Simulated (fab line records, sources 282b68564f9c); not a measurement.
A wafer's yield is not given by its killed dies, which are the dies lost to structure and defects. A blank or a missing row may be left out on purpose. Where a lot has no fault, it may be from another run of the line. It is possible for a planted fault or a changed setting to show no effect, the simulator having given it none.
8D (eight disciplines) problem report, filled in by code | flow rit cmos | the parts of the form that need people (team, actions taken, sign-off) are left out

## 1. WHAT IS WRONG
At RIT_NSD_SOFTBAKE_02, run length s averages 99.75 s over 6 wafers from 2 lots, while fault-free wafers read 89.34 s, standard deviation 0.2. That is +52 standard deviations from the usual mean.
The step: time 60 s.
First observed at day 4 19:32: wafer L415.1, on litho track-02. Wafers with a number at this step in the record: 42, from 14 lots. Rule for "out" (also "out of limits"): further than 4 standard deviations from the usual mean. Any other wafer with a number is counted as sound.

## 2. WHAT IT IS AND WHAT IT IS NOT
question                    | is                     | is not
which readings at this step | run length s           | -
which lots                  | L415, L417             | L407, L408, L410, L412, L413, L414, L421, L425, L426, L427, L429, L430
which wafers of those lots  | all that have a number | -
read on which tools         | litho track-02         | litho track-03, litho track-04
when                        | from day 4 19:32       | up to then (18 sound wafers); but 18 sound wafers of L421, L425, L426, L427, L429, L430 came after

## 3. THE SUSPECTS, EACH WITH WHAT RULES IT OUT
Counting: any tool at a process step up to the reading is kept as a suspect provided that every lot that is out went through it and no sound lot did after the first of them.
- litho track-02 at RIT_NSD_SOFTBAKE_02 (time 60 s): kept. All lots that are out passed through it, beginning with L415 at day 4 19:32, and no sound lot followed; its final sound lot before that point was L414 at day 4 18:13. On those wafers its own readings are out: run length s.
Remaining after the count: litho track-02 at RIT_NSD_SOFTBAKE_02.

## 4. THE CAUSE (what the simulator had put in)
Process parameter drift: litho track-02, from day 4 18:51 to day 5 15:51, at RIT_NSD_SOFTBAKE_02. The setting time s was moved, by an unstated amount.
The count eliminated every tool but this one.

## 5. SEQUENCE OF EFFECTS, ordered by route
One row per reading whose mean, taken over the struck wafers that have a number, lies over 3 standard deviations from the usual. Scope: only readings with a usual standard deviation given in the record; hours: median across lots of the time from each lot's start at the first step in this table that gives one to its start at this step; sigmas: change in usual standard deviations.
hours | step                | reading      | usual   | on struck wafers | change | sigmas
0     | RIT_NSD_SOFTBAKE_02 | run length s | 89.34 s | 99.75            | +10.41 | +52
Process steps it contains:
- RIT_NSD_SOFTBAKE_02: time 60 s.

## 6. WHAT WOULD HAVE CAUGHT IT SOONER
In this record the first reading out of limits was taken at day 4 19:32, 1 hour after the fault began at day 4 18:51.
